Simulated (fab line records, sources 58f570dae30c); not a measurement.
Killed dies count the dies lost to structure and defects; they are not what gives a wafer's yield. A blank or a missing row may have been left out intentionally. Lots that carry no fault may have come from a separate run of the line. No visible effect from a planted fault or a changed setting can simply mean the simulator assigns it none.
What tool caused it? ; flow berkeley_cmos170 ; 13 lots with 39 wafers sampled at 5 steps, on a route of 331 steps

== WHAT EACH GAUGE READ, for each wafer ==
UCB170_M1_THK_MEAS_02: measures by xrf. Usual: for M1_AL_THK the level is 590 nm and the standard deviation is 8.6.
lot;measured;on;M1_AL_THK (nm);flag
L875;day 8 12:09;film_metro-02;588 602 597;
L880;day 9 03:02;film_metro-01;585 574 581;
L878;day 9 06:14;film_metro-04;592 595 588;
L877;day 9 06:26;film_metro-01;599 598 604;
L879;day 9 06:37;film_metro-04;605 604 600;
L882;day 9 20:42;film_metro-01;587 591 575;
L881;day 9 22:15;film_metro-01;577 584 589;
L884;day 10 02:30;film_metro-01;578 580 574;
L892;day 12 00:14;film_metro-04;599 595 599;
L893;day 12 00:34;film_metro-01;582 583 585;
L896;day 12 19:16;film_metro-04;595 603 593;
L897;day 12 19:16;film_metro-01;581 580 585;
L898;day 12 21:44;film_metro-04;589 597 595;

UCB170_M1_CD_MEAS_09: target cd 700 nm. Usual: cd_nm reads 699.9 nm (standard deviation 1.3).
lot;measured;on;cd_nm (nm);flag
L875;day 8 13:04;cd_sem-01;698.1 697.9 699.4;
L880;day 9 04:27;cd_sem-01;698.4 697.6 698.8;
L878;day 9 08:26;cd_sem-02;699.9 698.8 699.1;
L877;day 9 08:29;cd_sem-01;701.6 700.4 700.9;
L879;day 9 08:40;cd_sem-02;700.0 702.0 701.4;
L882;day 9 22:31;cd_sem-02;702.1 702.5 702.0;
L881;day 9 23:43;cd_sem-02;703.9 703.5 701.8;
L884;day 10 03:24;cd_sem-01;697.0 699.2 698.1;
L892;day 12 01:10;cd_sem-01;699.6 700.2 698.9;
L893;day 12 02:05;cd_sem-01;698.5 698.7 700.3;
L896;day 12 21:05;cd_sem-02;698.8 698.4 698.2;
L897;day 12 21:12;cd_sem-02;700.1 699.8 699.3;
L898;day 12 22:51;cd_sem-01;700.7 699.2 700.1;

UCB170_V1_THK_MEAS_04. Usual: for V1_POLISHED_THK the level is 999.6 nm and the standard deviation is 1.1.
lot;measured;on;V1_POLISHED_THK (nm);flag
L875;day 8 19:20;film_metro-01;998.7 999.9 999.8;
L880;day 9 06:58;film_metro-02;999.9 1001.3 999.7;
L878;day 9 10:57;film_metro-02;999.9 1000.3 1000.9;
L877;day 9 12:18;film_metro-01;999.3 998.9 998.8;
L879;day 9 12:19;film_metro-03;1001.1 999.8 1000.2;
L882;day 10 01:10;film_metro-03;1000.1 999.6 999.5;
L881;day 10 02:29;film_metro-02;1000.5 1000.6 998.8;
L884;day 10 05:55;film_metro-02;999.3 998.3 1000.2;
L892;day 12 03:40;film_metro-01;1000.6 999.8 1249.7;OFF
L893;day 12 04:58;film_metro-03;998.4 999.2 998.6;
L896;day 13 00:52;film_metro-03;1000.0 1001.6 999.9;
L897;day 13 01:10;film_metro-02;999.0 1000.3 999.7;
L898;day 13 02:31;film_metro-02;998.8 1000.5 998.9;

== EACH LOT AND THE TOOL THAT RAN IT (in order: tool; ch and the chambers of the sampled wafers; start) ==
lot;UCB170_CONTACT_RTA_08;UCB170_V1_CMP_02
L875;rtp_anneal-02 ch 0, day 8 10:13;cmp-01 ch 0,1,3, day 8 18:59
L880;rtp_anneal-02 ch 0, day 9 01:02;cmp-01 ch 0,2,3, day 9 06:36
L878;rtp_anneal-01 ch 0, day 9 03:21;cmp-02 ch 0,1,2, day 9 10:38
L877;rtp_anneal-02 ch 0, day 9 03:28;cmp-02 ch 1,2,3, day 9 11:55
L879;rtp_anneal-01 ch 0, day 9 03:29;cmp-01 ch 0,1,3, day 9 12:01
L882;rtp_anneal-02 ch 0, day 9 18:04;cmp-01 ch 0,1, day 10 00:47
L881;rtp_anneal-01 ch 0, day 9 19:27;cmp-02 ch 0,1,2, day 10 02:04
L884;rtp_anneal-02 ch 0, day 10 00:34;cmp-01 ch 1,2,3, day 10 05:33
L892;rtp_anneal-02 ch 0, day 11 22:04;cmp-01 ch 0,1,2, day 12 03:19
L893;rtp_anneal-01 ch 0, day 11 22:20;cmp-02 ch 1,2,3, day 12 04:32
L896;rtp_anneal-02 ch 0, day 12 15:26;cmp-02 ch 0,1,2, day 13 00:26
L897;rtp_anneal-01 ch 0, day 12 15:26;cmp-02 ch 2,3, day 13 00:44
L898;rtp_anneal-02 ch 0, day 12 19:09;cmp-02 ch 0,1,3, day 13 02:14
- UCB170_CONTACT_RTA_08: time 10 s.
- UCB170_V1_CMP_02: polishes SiO2.

== WHAT THE TOOLS THEMSELVES READ (means of the sampled wafers that have a number; where no wafer has one, the mark that the record gives instead) ==
UCB170_CONTACT_RTA_08. Usual: lamp_power_pct 24.3 %, standard deviation 1.3; wafer_temp_C_max 904.0, standard deviation 0.75.
lot;tool;lamp_power_pct (%);wafer_temp_C_max;flag
L875;rtp_anneal-02;23.3;904.4;
L880;rtp_anneal-02;23.3;904.6;
L878;rtp_anneal-01;25.9;905.0;
L877;rtp_anneal-02;23.3;904.7;
L879;rtp_anneal-01;25.9;903.4;
L882;rtp_anneal-02;23.3;904.4;
L881;rtp_anneal-01;25.9;903.5;
L884;rtp_anneal-02;23.3;904.0;
L892;rtp_anneal-02;23.3;904.6;
L893;rtp_anneal-01;26.0;903.8;
L896;rtp_anneal-02;23.3;904.1;
L897;rtp_anneal-01;25.9;903.6;
L898;rtp_anneal-02;23.3;903.8;

UCB170_V1_CMP_02. Usual: edge_zone_pressure_frac 1.001, standard deviation 0.0046; motor_current_A 15.5 A, standard deviation 1.5.
lot;tool;edge_zone_pressure_frac;motor_current_A (A);flag
L875;cmp-01;1.003;15.8;
L880;cmp-01;1.002;15.4;
L878;cmp-02;1.001;15.5;
L877;cmp-02;1.001;14.7;
L879;cmp-01;1.003;16.2;
L882;cmp-01;1.001;15.4;
L881;cmp-02;0.996;15.8;
L884;cmp-01;1.001;17.0;
L892;cmp-01;0.999;15.3;
L893;cmp-02;1.000;14.3;
L896;cmp-02;1.003;15.4;
L897;cmp-02;1.004;15.3;
L898;cmp-02;0.999;15.3;

== THE ANSWER, worked out from the rows above alone ==
Rule: a lot is off if the mean of its wafers that have a number lies more than 3 standard deviations from the usual mean. A lot without any number at a reading at which 4 lots or more have one is off too. Where the step has rows for the other lots, those lots are counted as sound. First the gauges in route order, then the tools' own readings, where a lot's mean is used as printed above. At the first step where some lot is off, the reading lying furthest off is the one used; lots without a number count as furthest.
Off: at UCB170_V1_THK_MEAS_04 (V1_POLISHED_THK), L892.
A tool fits if, at a process step before that reading, it ran every lot that is off, and no sound lot after the first of them. Gauges at UCB170_V1_THK_MEAS_04: tried the same way as those tools. 2 tools fit, cmp-01 at UCB170_V1_CMP_02 and film_metro-01 at UCB170_V1_THK_MEAS_04, so this cannot tell which one it is.

== WHAT HAD BEEN PUT IN BY THE SIMULATOR ==
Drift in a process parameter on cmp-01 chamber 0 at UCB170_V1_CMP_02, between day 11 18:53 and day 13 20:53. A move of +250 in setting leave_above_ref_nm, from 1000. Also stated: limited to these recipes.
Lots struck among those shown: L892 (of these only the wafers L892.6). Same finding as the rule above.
